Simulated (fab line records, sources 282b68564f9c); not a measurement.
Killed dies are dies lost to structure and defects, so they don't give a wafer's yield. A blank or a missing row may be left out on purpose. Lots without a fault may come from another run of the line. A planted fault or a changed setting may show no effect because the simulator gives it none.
fab line records | flow rit_cmos
record lots=7 wafers=21 last_day=7
route steps=202 shown ACTIVE@1 M1@202
lots that met no fault: from a run of the same line without faults
start_h: hours from the record's first day to the start of the lot's first wafer shown | wait_h: hours since the lot's step before | " the same as in the row above | L1.1+2: a row that stands for several wafers | - no value, or no start given | * or withheld: withheld | < > ~ a bound
route shown NAME@n: a module of which the file shows steps, and the number in the route of the first | usual: mean/standard deviation of fault-free wafers | same: alike in all rows | chamber/n: place in a boat | sites: the reading at each site | _std_site: their standard deviation | _edge_site: outer sites' mean less inner sites' | radius_mm: how far each site lies from the wafer's centre | mask NAME#n: copy n | behind: the tool/chamber that last shaped the wafer | hold: why the lot was held/for how many hours/how that ended | device: the transistor (n, p or np) that didn't switch | end of line: the same wafers' tests at the end of the route | a step without rows: its recipe alone | killed: dies lost to structure and defects at the first sort, not the wafer's yield | map: a wafer's dies, x killed, . not, _ none there
set.NAME: the setting as run; set.NAME@STEP: as run at that earlier step | model.NAME: the simulator's own value behind a step, which no gauge read
lots at some steps of the route; a table a step, a row a wafer
services: from which hour (start_h, from the record's first day; less than 0 if before it) a tool's chamber was out of use, for how many hours, and why
## steps
# step RIT_ACTIVE_BOW_MEAS_00
# recipe mode=bow
# usual INCOMING_BOW=0/7.1
# columns lot.wafer tool chamber start_h wait_h INCOMING_BOW[um]
L892.3 film_metro-03 - 10.04 - 1
L892.4 " - " " -2
L892.6 " - " " 3
L900.3 film_metro-02 - 50.04 - -5
L900.4 " - " " -11
L900.6 " - " " 9
L909.4 film_metro-03 - 95.06 - -3
L909.5 " - " " 8
L909.6 " - " " 12
L910.2 film_metro-02 - 100.02 - -4
L910.3 " - " " 3
L910.4 " - " " -3
L911.3 film_metro-02 - 105.04 - -17
L911.4 " - " " -1
L911.6 " - " " -4
L914.1 film_metro-01 - 120.00 - 12
L914.4 " - " " -9
L914.5 " - " " -3
L915.1 film_metro-01 - 125.00 - -10
L915.5 " - " " -11
L915.6 " - " " -4
# step RIT_ACTIVE_OXIDATION_01
# recipe temp_c=1000 ambient=O2 target_thk_a=468 ox_time_s=3360
# step RIT_ACTIVE_THK_MEAS_02
# recipe reads=SiO2_of_ACTIVE_OXIDATION_01
# usual ACTIVE_OXIDE_THK=46.8/1.2
# columns lot.wafer tool chamber start_h wait_h ACTIVE_OXIDE_THK[nm]
L892.3 film_metro-02 - 12.19 0.0 48.3
L892.4 " - " " 47.2
L892.6 " - " " 48.3
L900.3 film_metro-03 - 52.07 0.0 47.4
L900.4 " - " " 47.8
L900.6 " - " " 47.3
L909.4 film_metro-01 - 97.08 0.0 46.9
L909.5 " - " " 47.2
L909.6 " - " " 46.8
L910.2 film_metro-03 - 102.06 0.0 46.0
L910.3 " - " " 46.4
L910.4 " - " " 46.2
L911.3 film_metro-02 - 107.07 0.0 44.9
L911.4 " - " " 45.3
L911.6 " - " " 46.5
L914.1 film_metro-03 - 122.05 0.0 46.0
L914.4 " - " " 46.1
L914.5 " - " " 46.4
L915.1 film_metro-01 - 127.05 0.0 46.7
L915.5 " - " " 46.4
L915.6 " - " " 47.0
# step RIT_ACTIVE_CVD_03
# recipe material=Si3N4 target_thk_nm=150 temp_c=810 precursor=SiH2Cl2/NH3 time_s=1500 pressure_mtorr=300 sih2cl2_flow_sccm=60 nh3_flow_sccm=150
# step RIT_ACTIVE_THK_MEAS_04
# recipe reads=Si3N4_of_ACTIVE_CVD_03
# usual ACTIVE_NITRIDE_THK=150.3/1.4
# columns lot.wafer tool chamber start_h wait_h ACTIVE_NITRIDE_THK[nm]
L892.3 film_metro-01 - 13.66 0.0 151.7
L892.4 " - " " 152.7
L892.6 " - " " 152.8
L900.3 film_metro-03 - 53.55 0.0 151.2
L900.4 " - " " 150.6
L900.6 " - " " 152.0
L909.4 film_metro-02 - 98.56 0.0 147.9
L909.5 " - " " 150.0
L909.6 " - " " 148.3
L910.2 film_metro-02 - 103.54 0.0 150.7
L910.3 " - " " 150.8
L910.4 " - " " 150.8
L911.3 film_metro-01 - 108.55 0.0 149.7
L911.4 " - " " 148.8
L911.6 " - " " 150.0
L914.1 film_metro-02 - 123.53 0.0 153.8
L914.4 " - " " 152.8
L914.5 " - " " 153.5
L915.1 film_metro-03 - 128.53 0.0 151.0
L915.5 " - " " 151.4
L915.6 " - " " 151.4
# step RIT_ACTIVE_HMDS_05
# recipe prime_time_s=60 prime_temp_c=140
# step RIT_ACTIVE_COAT_06
# recipe resist=NOVOLAK spin_rpm=3178 resist_thk_nm=1000
# step RIT_ACTIVE_SOFTBAKE_07
# recipe resist=NOVOLAK temp_c=90 time_s=60
# step RIT_ACTIVE_EXPOSE_08
# recipe mask_id=M1 na=0.6 source_shape=conventional sigma_outer=0.6 target_cd_nm=1400 dose_mj=225
# step RIT_ACTIVE_PEB_09
# recipe resist=NOVOLAK temp_c=withheld time_s=withheld
# step RIT_ACTIVE_DEVELOP_10
# recipe resist=NOVOLAK develop_time_s=50 dev_temp_c=23
# step RIT_ACTIVE_CD_MEAS_11
# recipe target_cd_nm=1400
# usual cd_nm=1401.1/1.9
# columns lot.wafer tool chamber start_h wait_h cd_nm
L892.3 cd_sem-01 - 14.72 - 1402.2
L892.4 " - " " 1399.8
L892.6 " - " " 1399.2
L900.3 cd_sem-01 - 54.60 - 1396.8
L900.4 " - " " 1397.5
L900.6 " - " " 1397.1
L909.4 cd_sem-01 - 99.62 - 1397.9
L909.5 " - " " 1399.5
L909.6 " - " " 1399.1
L910.2 cd_sem-02 - 104.58 - 1402.8
L910.3 " - " " 1401.3
L910.4 " - " " 1399.0
L911.3 cd_sem-02 - 109.48 - 1401.8
L911.4 " - " " 1403.1
L911.6 " - " " 1403.7
L914.1 cd_sem-02 - 124.56 - 1401.1
L914.4 " - " " 1400.3
L914.5 " - " " 1400.8
L915.1 cd_sem-02 - 129.49 - 1403.1
L915.5 " - " " 1403.2
L915.6 " - " " 1401.8
# step RIT_ACTIVE_HARDBAKE_12
# recipe resist=NOVOLAK temp_c=140 time_s=60
# usual heater_power_total_W=62.54/0.05 plate_temp_C=140.02/0.15
# columns lot.wafer tool chamber start_h wait_h heater_power_total_W plate_temp_C
L892.3 litho_track-04 0 15.05 0.3 62.53 140.10
L892.4 " 0 " " 62.52 140.05
L892.6 " 0 " " 62.50 139.97
L900.3 litho_track-03 0 54.73 0.1 62.58 140.10
L900.4 " 0 " " 62.52 139.91
L900.6 " 0 " " 62.57 139.95
L909.4 litho_track-03 0 99.90 0.3 61.60 138.57
L909.5 " 0 " " 61.74 138.66
L909.6 " 0 " " 61.54 138.37
L910.2 litho_track-03 0 104.71 0.1 61.53 138.24
L910.3 " 0 " " 61.66 138.57
L910.4 " 0 " " 61.69 138.15
L911.3 litho_track-02 0 109.61 0.1 62.49 139.92
L911.4 " 0 " " 62.53 140.17
L911.6 " 0 " " 62.52 139.93
L914.1 litho_track-03 0 124.68 0.1 61.71 138.45
L914.4 " 0 " " 61.59 138.40
L914.5 " 0 " " 61.52 138.47
L915.1 litho_track-02 0 129.61 0.1 62.59 139.90
L915.5 " 0 " " 62.52 140.05
L915.6 " 0 " " 62.61 140.11
# step RIT_ACTIVE_ETCH_13
# recipe stop_on=SiO2 chemistry=SF6 target=Si3N4 time_s=210 over_etch_frac=0.4 SF6_flow_sccm=200 pressure_mtorr=260 rf_w=125 target_depth_a=2100
# usual drypump_motor_current_A=5.6/0.46 oes_product_au=0.819/0.015 throttle_valve_pct=7.57/0.15
# columns lot.wafer tool chamber start_h wait_h drypump_motor_current_A oes_product_au rf_hours_counter_h throttle_valve_pct
L892.3 rie_diel-03 2 15.15 0.1 6.0 0.838 7 7.66
L892.4 " 3 " " 5.6 0.821 77 7.58
L892.6 " 1 " " 5.5 0.843 - 7.36
L900.3 rie_diel-04 0 54.83 0.1 5.5 0.804 91 7.76
L900.4 " 2 " " 5.7 0.828 130 7.49
L900.6 " 1 " " 6.5 0.828 - 7.77
L909.4 rie_diel-04 2 99.98 0.1 5.7 0.811 131 7.50
L909.5 " 0 " " 5.5 0.800 - 7.73
L909.6 " 1 " " 6.5 0.808 - 7.78
L910.2 rie_diel-03 1 104.83 0.1 5.5 0.843 89 7.36
L910.3 " 2 " " 6.0 0.842 9 7.69
L910.4 " 3 " " 5.6 0.822 79 7.58
L911.3 rie_diel-04 3 109.71 0.1 4.9 0.828 107 7.65
L911.4 " 0 " " 5.5 0.807 92 7.75
L911.6 " 1 " " 6.5 0.815 - 7.78
L914.1 rie_diel-04 3 124.83 0.1 4.9 0.836 107 7.67
L914.4 " 0 " " 5.4 0.816 93 7.75
L914.5 " 3 " " 4.9 0.825 - 7.66
L915.1 rie_diel-04 1 129.76 0.1 6.5 0.813 118 7.77
L915.5 " 3 " " 4.9 0.826 - 7.67
L915.6 " 0 " " 5.5 0.803 - 7.74
# step RIT_M1_PROBE_99
# usual killed_at_contacts=0.0/0.2 killed_at_front_end=7/3.1 killed_dies=7/3.1 killed_on_rim=1.9/1.4 killed_open=3.5/1.9 killed_short=3.6/2.1
# same gross_dies=264 killed_at_M0_to_M3=0 killed_at_M4_up=0 killed_at_back_side=0 killed_at_other=0
# columns lot.wafer tool chamber start_h wait_h killed_at_contacts killed_at_front_end killed_dies killed_on_rim killed_open killed_short
L892.3 prober-02 - 56.67 0.2 0 2 2 2 0 2
L892.4 prober-02 - 56.72 0.2 0 9 9 3 7 2
L892.6 prober-02 - 56.82 0.2 0 9 9 2 5 4
L900.3 prober-02 - 98.29 0.2 0 6 6 2 3 3
L900.4 prober-02 - 98.34 0.2 0 5 5 1 3 2
L900.6 prober-02 - 98.44 0.2 0 10 10 1 5 5
L909.4 prober-01 - 143.59 0.2 0 7 7 1 3 4
L909.5 prober-01 - 143.64 0.2 0 5 5 2 2 3
L909.6 prober-01 - 143.69 0.2 0 16 16 4 8 8
L910.2 prober-02 - 148.72 0.1 0 11 11 4 7 4
L910.3 prober-02 - 148.77 0.2 0 10 10 1 6 4
L910.4 prober-02 - 148.82 0.2 0 16 16 1 5 11
L911.3 prober-01 - 153.54 0.2 0 8 8 0 4 4
L911.4 prober-01 - 153.59 0.2 0 7 7 2 3 4
L911.6 prober-01 - 153.69 0.2 0 4 4 1 3 1
L914.1 prober-02 - 173.02 0.1 0 3 3 0 1 2
L914.4 prober-02 - 173.17 0.2 0 7 7 2 3 4
L914.5 prober-02 - 173.22 0.2 0 3 3 1 2 1
L915.1 prober-01 - 176.41 0.1 0 5 5 1 2 3
L915.5 prober-01 - 176.61 0.2 1 11 12 2 7 5
L915.6 prober-01 - 176.66 0.2 0 4 4 1 2 2
# killed by level:class
L892.3 FOX2:geometric_particle:short=2
L892.4 SPACER:geometric_particle:open=3 FOX2:geometric_particle:open=2 SPACER:geometric_particle:short=2 FOX1:geometric_particle:open=1 GATE:geometric_particle:open=1
L892.6 GATE:geometric_particle:open=4 GATE:geometric_particle:short=2 FOX2:geometric_particle:short=1 SPACER:geometric_particle:open=1 SILICIDE:geometric_particle:short=1
L900.3 FOX1:geometric_particle:open=1 FOX1:geometric_particle:short=1 FOX2:geometric_particle:short=1 GATE:geometric_particle:open=1 REOX:geometric_particle:short=1 REOX:geometric_particle:open=1
L900.4 SPACER:geometric_particle:open=2 GATE:geometric_particle:open=1 GATE:geometric_particle:short=1 SPACER:geometric_particle:short=1
L900.6 GATE:geometric_particle:short=5 GATE:geometric_particle:open=2 REOX:geometric_particle:open=2 FOX1:geometric_particle:open=1
L909.4 GATE:geometric_particle:open=2 GATE:geometric_particle:short=2 SILICIDE:geometric_particle:short=2 REOX:geometric_particle:open=1
L909.5 FOX1:geometric_particle:short=2 FOX1:geometric_particle:open=1 SPACER:geometric_particle:open=1 SILICIDE:geometric_particle:short=1
L909.6 GATE:geometric_particle:open=5 GATE:geometric_particle:short=5 FOX1:geometric_particle:short=1 FOX1:geometric_particle:open=1 FOX2:geometric_particle:short=1 FOX2:geometric_particle:open=1 SPACER:geometric_particle:open=1 SILICIDE:geometric_particle:short=1
L910.2 REOX:geometric_particle:open=3 GATE:geometric_particle:open=2 SPACER:geometric_particle:short=2 SILICIDE:geometric_particle:open=2 GATE:geometric_particle:short=1 REOX:geometric_particle:short=1
L910.3 GATE:geometric_particle:short=3 GATE:geometric_particle:open=2 SPACER:geometric_particle:open=2 SILICIDE:geometric_particle:open=2 FOX1:geometric_particle:short=1
L910.4 GATE:geometric_particle:short=7 REOX:geometric_particle:open=3 GATE:geometric_particle:open=2 REOX:geometric_particle:short=2 SPACER:geometric_particle:short=1 SILICIDE:geometric_particle:short=1
L911.3 SPACER:geometric_particle:short=3 SILICIDE:geometric_particle:open=3 FOX2:geometric_particle:short=1 GATE:geometric_particle:open=1
L911.4 REOX:geometric_particle:open=3 GATE:geometric_particle:short=2 REOX:geometric_particle:short=1 SILICIDE:geometric_particle:short=1
L911.6 REOX:geometric_particle:open=2 FOX2:geometric_particle:open=1 REOX:geometric_particle:short=1
L914.1 GATE:geometric_particle:short=1 REOX:geometric_particle:open=1 SILICIDE:geometric_particle:short=1
L914.4 FOX2:geometric_particle:short=2 FOX2:geometric_particle:open=1 GATE:geometric_particle:short=1 GATE:geometric_particle:open=1 REOX:geometric_particle:short=1 REOX:geometric_particle:open=1
L914.5 GATE:geometric_particle:open=2 GATE:geometric_particle:short=1
L915.1 GATE:geometric_particle:open=1 GATE:geometric_particle:short=1 SPACER:geometric_particle:short=1 SILICIDE:geometric_particle:short=1 SILICIDE:geometric_particle:open=1
L915.5 GATE:geometric_particle:open=3 REOX:geometric_particle:short=2 SILICIDE:geometric_particle:open=2 FOX1:geometric_particle:short=1 FOX1:geometric_particle:open=1 GATE:geometric_particle:short=1 SILICIDE:geometric_particle:short=1 CONTACT:geometric_particle:open=1
L915.6 FOX1:geometric_particle:short=1 REOX:geometric_particle:short=1 REOX:geometric_particle:open=1 SILICIDE:geometric_particle:open=1
## services
# columns tool chamber start_h hours kind
rie_diel-03 - -7.85 2.8 pm
rie_diel-03 0 -3.39 - clean
rie_diel-03 0 -3.39 16.3 scheduled_down
rie_diel-03 0 -3.39 16.3 vent_cycle
rie_diel-03 2 56.03 2.7 repair
rie_diel-04 0 70.20 2.9 repair
rie_diel-03 0 84.88 4.8 repair
## key
first_sign step=RIT_ACTIVE_HARDBAKE_12 reading=heater_power_total_W direction=down sigmas=19 usual=62.54 struck=61.62
effect step=RIT_ACTIVE_HARDBAKE_12 reading=plate_temp_C direction=down sigmas=11 usual=* struck=*
met_at RIT_ACTIVE_HARDBAKE_12
struck_wafers L909.4,L909.5,L909.6,L910.2,L910.3,L910.4,L914.1,L914.4,L914.5
tester_left_out L909,L910,L914
onset_between 54.73 99.90
fault kind=process_parameter_drift tool=litho_track-03 chamber=- onset_h=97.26 steps=RIT_ACTIVE_HARDBAKE_12 channel=temp_c offset=* shape=step end_h=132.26 acts_in=* stated=*
# tester_left_out: of these lots the tester's yield and bins aren't shown, on N5 and GAA mostly nor the transistor test; their killed dies are dies lost to structure and defects alone, not to doping, threshold or leakage, so they don't give the yield
